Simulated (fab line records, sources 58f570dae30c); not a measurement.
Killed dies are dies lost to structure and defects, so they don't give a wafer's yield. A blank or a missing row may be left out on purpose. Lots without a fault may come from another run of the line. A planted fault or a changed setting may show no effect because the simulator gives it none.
Which tool did it? | flow berkeley_cmos170 | 7 lots, 21 wafers sampled, at 2 steps of a route of 331

WHAT THE GAUGES READ, wafer by wafer
UCB170_M1_CD_MEAS_09: target cd 700 nm.
lot  | measured     | on        | cd_nm (nm)
L458 | day 7 21:17  | cd_sem-02 | 697.7 697.6 698.8
L462 | day 8 20:59  | cd_sem-02 | 695.9 696.0 695.5
L464 | day 9 04:04  | cd_sem-01 | 699.4 698.3 699.2
L467 | day 10 00:40 | cd_sem-01 | 700.7 699.6 700.8
L471 | day 10 10:50 | cd_sem-01 | 699.8 701.5 700.6
L475 | day 11 11:42 | cd_sem-02 | 707.7 707.4 706.0
L478 | day 11 18:32 | cd_sem-01 | 707.9 708.0 707.3

WHICH TOOL RAN EACH LOT (tool, then ch and the chambers of the sampled wafers, then the start)
lot  | UCB170_M1_PEB_07
L458 | litho_track-02 ch 0, day 7 20:56
L462 | litho_track-01 ch 0, day 8 20:43
L464 | litho_track-03 ch 0, day 9 03:48
L467 | litho_track-02 ch 0, day 10 00:23
L471 | litho_track-03 ch 0, day 10 10:34
L475 | litho_track-03 ch 0, day 11 11:26
L478 | litho_track-03 ch 0, day 11 18:16
- UCB170_M1_PEB_07

THE ANSWER, worked out from the rows above alone
Rule: what is usual is taken from the lots themselves. Put in order of their means at a reading, lots are off if they are a third of the lots or fewer, leave a main group of 4 or more, and stand apart from it by a gap of 3 or more times the standard deviation of the main group's means; of several such gaps the widest counts. A main group whose means are all the same, to the digits that the tables above print for the reading, isn't used. A lot without any number at a reading at which 4 lots or more have one is off too. The other lots that the step has rows for count as sound.
Off: L475, L478, at UCB170_M1_CD_MEAS_09 (cd_nm). The main group: mean 698.8 nm, standard deviation 1.8.
A tool fits if, at a process step before that reading, it ran every lot that is off, and no sound lot after the first of them. The gauges at UCB170_M1_CD_MEAS_09 are tried like those tools. One fits: litho_track-03 at UCB170_M1_PEB_07. Its last sound lot is L471 (day 10 10:34), its first lot that is off L475 (day 11 11:26): a fault that began between those two fits.

WHAT THE SIMULATOR HAD PUT IN
Process parameter drift: litho_track-03, from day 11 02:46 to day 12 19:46, at UCB170_M1_PEB_07. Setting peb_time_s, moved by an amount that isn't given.
Lots struck among those shown: L475, L478. The rule above found the same.
